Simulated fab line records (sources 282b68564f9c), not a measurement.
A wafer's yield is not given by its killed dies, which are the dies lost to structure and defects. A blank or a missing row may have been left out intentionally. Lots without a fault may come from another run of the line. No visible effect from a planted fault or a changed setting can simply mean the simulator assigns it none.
The tool behind it: which one? | flow rit_cmos | 7 lots, 21 wafers sampled, at 3 steps of a route of 202

## WHAT THE GAUGES READ, wafer by wafer
RIT_PSD_TW_MEAS_10.
lot  | measured    | on            | PSD_TW
L200 | day 3 05:58 | film_metro-02 | 3528 3519 3507
L203 | day 3 20:59 | film_metro-04 | 3404 3386 3405
L207 | day 4 22:04 | film_metro-02 | 3492 3498 3491
L212 | day 5 19:16 | film_metro-04 | 3394 3413 3393
L215 | day 6 10:44 | film_metro-04 | 3412 3389 3433
L218 | day 7 01:08 | film_metro-04 | 3401 3406 3409
L221 | day 7 18:00 | film_metro-02 | 3365 3356 3355

## TOOL THAT RAN EACH LOT (tool first, then ch and the chambers of the sampled wafers, then the start)
lot  | RIT_PLDD_STRIP_09                   | RIT_PSD_IMPLANT_08
L200 | plasma_asher-02 ch 0,1, day 3 00:03 | implanter-03 ch 0, day 3 05:21
L203 | plasma_asher-02 ch 0,1, day 3 15:08 | implanter-03 ch 0, day 3 20:39
L207 | plasma_asher-02 ch 0,1, day 4 16:02 | implanter-03 ch 0, day 4 21:27
L212 | plasma_asher-04 ch 0,1, day 5 13:44 | implanter-02 ch 0, day 5 18:56
L215 | plasma_asher-04 ch 0,1, day 6 05:04 | implanter-02 ch 0, day 6 10:24
L218 | plasma_asher-04 ch 0,1, day 6 19:28 | implanter-03 ch 0, day 7 00:49
L221 | plasma_asher-02 ch 0,1, day 7 12:20 | implanter-04 ch 0, day 7 17:42
- RIT_PLDD_STRIP_09: strips in O2, time 180 s.
- RIT_PSD_IMPLANT_08

## THE ANSWER, worked out from the rows above alone
Rule: the usual values come from the lots themselves. The widest of any qualifying gaps counts: lots, ordered by their means at a reading, are off when they make up no more than a third of the lots, leave a main group of 4 or more, and stand apart from it by 3 or more times the standard deviation of that group's means. Not used: any main group whose means are identical at the precision the tables above print for the reading. A lot without any number at a reading at which 4 lots or more have one is off too. Where the step has rows for the other lots, those lots are counted as sound.
Off: L200, L207, seen at RIT_PSD_TW_MEAS_10 (PSD_TW). For the main group the mean is 3395 and the standard deviation 19.
A tool fits if, at a process step before that reading, it ran every lot that is off, and no sound lot after the first of them. The gauges at RIT_PSD_TW_MEAS_10 are tried like those tools. None of those tried fits.

## WHAT THE SIMULATOR HAD PUT IN
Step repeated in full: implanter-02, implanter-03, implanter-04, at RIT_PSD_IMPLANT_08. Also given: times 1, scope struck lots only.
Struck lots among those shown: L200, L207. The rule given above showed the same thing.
